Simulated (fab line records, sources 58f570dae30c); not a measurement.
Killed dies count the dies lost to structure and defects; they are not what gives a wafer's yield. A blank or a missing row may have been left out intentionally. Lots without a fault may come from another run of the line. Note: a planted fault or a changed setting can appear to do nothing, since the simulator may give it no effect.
Which tool did it?    flow berkeley_cmos170    21 wafers from 7 lots sampled at 3 of the route's 331 steps

== WHAT THE GAUGES SHOWED, per wafer ==
UCB170_NSD_TW_MEAS_10.
lot   measured      on             NSD_TW
L163  day 8 04:06   film_metro-03  4088 4100 4094
L167  day 9 05:17   film_metro-01  4170 4138 4147
L168  day 9 06:17   film_metro-02  4175 4186 4167
L171  day 10 03:14  film_metro-01  4171 4146 4139
L174  day 10 21:41  film_metro-02  3109 3131 3117
L182  day 12 10:18  film_metro-03  4103 4106 4102
L185  day 12 21:22  film_metro-02  4135 4142 4158

== EACH LOT AND THE TOOL THAT RAN IT (in order: tool; ch and the chambers of the sampled wafers; start) ==
lot   UCB170_NSD_IMPLANT_08            UCB170_NSD_STRIP_09
L163  implanter-04 ch 0, day 8 03:51   plasma_asher-02 ch 0,1, day 8 04:00
L167  implanter-02 ch 0, day 9 05:02   plasma_asher-03 ch 0,1, day 9 05:11
L168  implanter-02 ch 0, day 9 06:05   plasma_asher-03 ch 0,1, day 9 06:11
L171  implanter-04 ch 0, day 10 03:01  plasma_asher-02 ch 0,1, day 10 03:09
L174  implanter-04 ch 0, day 10 21:28  plasma_asher-03 ch 0,1, day 10 21:35
L182  implanter-03 ch 0, day 12 10:03  plasma_asher-02 ch 0,1, day 12 10:12
L185  implanter-02 ch 0, day 12 21:07  plasma_asher-03 ch 0,1, day 12 21:16
- UCB170_NSD_IMPLANT_08
- UCB170_NSD_STRIP_09: strips in O2.

== THE ANSWER, worked out from the rows above alone ==
Rule: the lots themselves supply what counts as usual. Put in order of their means at a reading, lots are off if they are a third of the lots or fewer, leave a main group of 4 or more, and stand apart from it by a gap of 3 or more times the standard deviation of the main group's means; of several such gaps the widest counts. The tables above print the reading to a certain number of digits; a main group whose means all agree to those digits is not used. A lot without any number at a reading at which 4 lots or more have one is off too. All remaining lots with rows at the step are treated as sound.
Off: at UCB170_NSD_TW_MEAS_10 (NSD_TW), L174. The main group: mean 4137, standard deviation 29.
A tool fits if, at a process step before that reading, it ran every lot that is off, and no sound lot after the first of them. The gauges at UCB170_NSD_TW_MEAS_10 are tried like those tools. One candidate fits, namely implanter-04 at UCB170_NSD_IMPLANT_08. A fault onset in the window from L171 (day 10 03:01, its last sound lot) to L174 (day 10 21:28, its first lot off) fits.

== WHAT THE SIMULATOR PUT IN ==
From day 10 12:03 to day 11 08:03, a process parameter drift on implanter-04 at UCB170_NSD_IMPLANT_08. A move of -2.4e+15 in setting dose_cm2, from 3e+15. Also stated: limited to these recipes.
Struck lots among those shown: L174. The rule above reached the same finding.
